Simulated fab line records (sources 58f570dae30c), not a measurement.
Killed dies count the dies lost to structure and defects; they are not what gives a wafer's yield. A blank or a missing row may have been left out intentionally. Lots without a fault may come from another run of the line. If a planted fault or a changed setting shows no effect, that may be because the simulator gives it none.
Split-lot trial | flow berkeley-cmos170 | 23 wafers read from 5 lots, route of 331 steps

== ON THE SPLIT ==
At UCB170_START_OXIDATION_02 (target thk 20 nm, ox time 1800 s), the setting temp-c was moved away from the recipe's 950 C on 15 of the 23 wafers read, by -2.1% to +1.4%. The other wafers ran this setting at the recipe's value.

There is no step in the file separating the split from the reading.

== THE READING ==
START_OXIDE_THK at UCB170_START_THK_MEAS_03, in nm. Fault-free wafers of this fab line usually give 20.05 nm, standard deviation 0.23 nm.

wafer  | tool, chamber at the split | temp-c as run, C | against the recipe | START_OXIDE_THK, nm | against lot-mates on the recipe
L076.1 | -, -                       | 938.5            | -1.2%              | 17.57               | no lot-mate on the recipe
L076.2 | -, -                       | 938.5            | -1.2%              | 17.80               | no lot-mate on the recipe
L076.4 | -, -                       | 938.5            | -1.2%              | 17.65               | no lot-mate on the recipe
L076.5 | -, -                       | 938.5            | -1.2%              | 17.69               | no lot-mate on the recipe
L076.6 | -, -                       | 938.5            | -1.2%              | 17.59               | no lot-mate on the recipe
L078.1 | -, -                       | 930.5            | -2.1%              | 16.30               | no lot-mate on the recipe
L078.2 | -, -                       | 930.5            | -2.1%              | 15.93               | no lot-mate on the recipe
L078.3 | -, -                       | 930.5            | -2.1%              | 16.33               | no lot-mate on the recipe
L078.5 | -, -                       | 930.5            | -2.1%              | 15.61               | no lot-mate on the recipe
L078.6 | -, -                       | 930.5            | -2.1%              | 16.12               | no lot-mate on the recipe
L079.1 | furnace-04, 0              | 950              | recipe             | 20.03               | -
L079.4 | furnace-04, 0              | 950              | recipe             | 20.31               | -
L079.6 | furnace-04, 0              | 950              | recipe             | 20.30               | -
L082.2 | -, -                       | 963.5            | +1.4%              | 23.41               | no lot-mate on the recipe
L082.3 | -, -                       | 963.5            | +1.4%              | 23.23               | no lot-mate on the recipe
L082.4 | -, -                       | 963.5            | +1.4%              | 23.25               | no lot-mate on the recipe
L082.5 | -, -                       | 963.5            | +1.4%              | 23.18               | no lot-mate on the recipe
L082.6 | -, -                       | 963.5            | +1.4%              | 23.53               | no lot-mate on the recipe
L084.1 | -, -                       | 950              | recipe             | 20.03               | -
L084.2 | -, -                       | 950              | recipe             | 20.64               | -
L084.3 | -, -                       | 950              | recipe             | 20.05               | -
L084.4 | -, -                       | 950              | recipe             | 20.31               | -
L084.5 | -, -                       | 950              | recipe             | 20.22               | -

FIT RESULTS
A straight line over all 23 wafers: START_OXIDE_THK changes by +2.1 nm for each +1% of temp-c; r = +1.00; the points scatter about the line by 0.2 nm.
Too few moved wafers have a lot-mate on the recipe to fit a line with each lot's own level taken away.

== THE WHOLE CHAIN: every reading that the file lists as answering this split, in the file's order ==
step                      | what it does                     | reading                                                                            | change (the file's fit)             | r (the file's)
UCB170_START_OXIDATION_02 | target thk 20 nm, ox time 1800 s | SiO2_of_START_OXIDATION_02.thk-nm (the simulator's own value, which no gauge read) | +2.1 nm for each +1% of the setting | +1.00
UCB170_START_THK_MEAS_03  |                                  | START_OXIDE_THK                                                                    | +2.1 for each +1% of the setting    | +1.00

== THE FILE'S OWN FIT ==
START_OXIDE_THK changes by +2.1 nm for each +1% of temp-c, r = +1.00.
